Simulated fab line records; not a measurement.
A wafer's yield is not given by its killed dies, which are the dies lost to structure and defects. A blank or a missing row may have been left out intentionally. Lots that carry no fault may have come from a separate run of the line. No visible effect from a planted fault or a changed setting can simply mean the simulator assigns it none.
Split-lot trial	flow berkeley cmos170	5 lots, 23 wafers read, on a route of 331 steps

## THE SPLIT ITSELF
At UCB170_PSD_PEB_04, the setting peb temp c was moved away from the recipe's 130 C on 10 of the 23 wafers read, by -2.7% to +2.7%. This setting was run at the recipe's value on the other wafers.

## FROM SPLIT TO READING: 1 step shown by the file between the two
- UCB170_PSD_DEVELOP_05: develop time 45 s

## THE READING
cd nm (nm) at UCB170_PSD_CD_MEAS_06, where the cd target is 1200 nm. Typical for fault-free wafers on this fab line: 1199.9 nm, with standard deviation 1.2 nm.

wafer	tool, chamber at the split	peb temp c as run, C	against the recipe	cd nm, nm	against lot-mates on the recipe
L077.1	litho track-01, 0	130	recipe	1199.5	-
L077.2	litho track-01, 0	128	-1.5%	1186.3	-13.4
L077.3	litho track-01, 0	128	-1.5%	1185.2	-14.5
L077.5	litho track-01, 0	130	recipe	1199.8	-
L077.6	litho track-01, 0	128	-1.5%	1185.2	-14.5
L079.2	litho track-02, 0	130	recipe	1197.2	-
L079.5	litho track-02, 0	130	recipe	1197.4	-
L079.6	litho track-02, 0	130	recipe	1197.8	-
L083.2	litho track-03, 0	130	recipe	1199.8	-
L083.3	litho track-03, 0	126.5	-2.7%	1174.3	-26.1
L083.4	litho track-03, 0	126.5	-2.7%	1172.4	-28.0
L083.5	litho track-03, 0	126.5	-2.7%	1172.9	-27.5
L083.6	litho track-03, 0	130	recipe	1201.1	-
L085.1	litho track-02, 0	133.5	+2.7%	1218.9	+18.6
L085.3	litho track-02, 0	130	recipe	1200.0	-
L085.4	litho track-02, 0	130	recipe	1201.2	-
L085.5	litho track-02, 0	133.5	+2.7%	1221.7	+21.4
L085.6	litho track-02, 0	130	recipe	1199.7	-
L084.1	litho track-03, 0	127.1	-2.2%	1177.8	-23.0
L084.2	litho track-03, 0	130	recipe	1200.0	-
L084.3	litho track-03, 0	130	recipe	1201.1	-
L084.4	litho track-03, 0	130	recipe	1201.2	-
L084.6	litho track-03, 0	127.1	-2.2%	1177.7	-23.1

THE FIT
A straight line over all 23 wafers: cd nm changes by +8.97 nm for each +1% of peb temp c; r = +0.99; the points scatter about the line by 1.7 nm.
The same after taking each lot's own level away (the mean of its wafers on the recipe; 23 wafers): +9.07 nm for each +1%; r = +0.99; scatter 1.8 nm.
The reading moves by 24 nm for the largest change in peb temp c, on that fit.
The lots' own levels span 1197.47 to 1200.77 nm, that is 2.7 times the standard deviation above.
The two slopes are in agreement: the lot-to-lot level therefore moves the slope only a little.
Check: -25.3 nm against its lot-mates is what the line predicts for one of the wafers moved furthest among these (-2.7%) when that wafer is left out of the fit. Against them it came out at -26.1 nm.

## OTHER SPLITS APPLIED TO THESE WAFERS
These wafers also went through other splits before the reading. Each is held against what the fit with the lots' levels taken away leaves over:
other split on the same wafers	wafers away from the commonest value	r with cd nm (lot level and that fit taken away)
UCB170_NLDD_IMPLANT_09 dose cm2	9	+0.47

## THE FILE'S OWN FIT
cd nm changes by +9.18 nm for each +1% of peb temp c, r = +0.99.
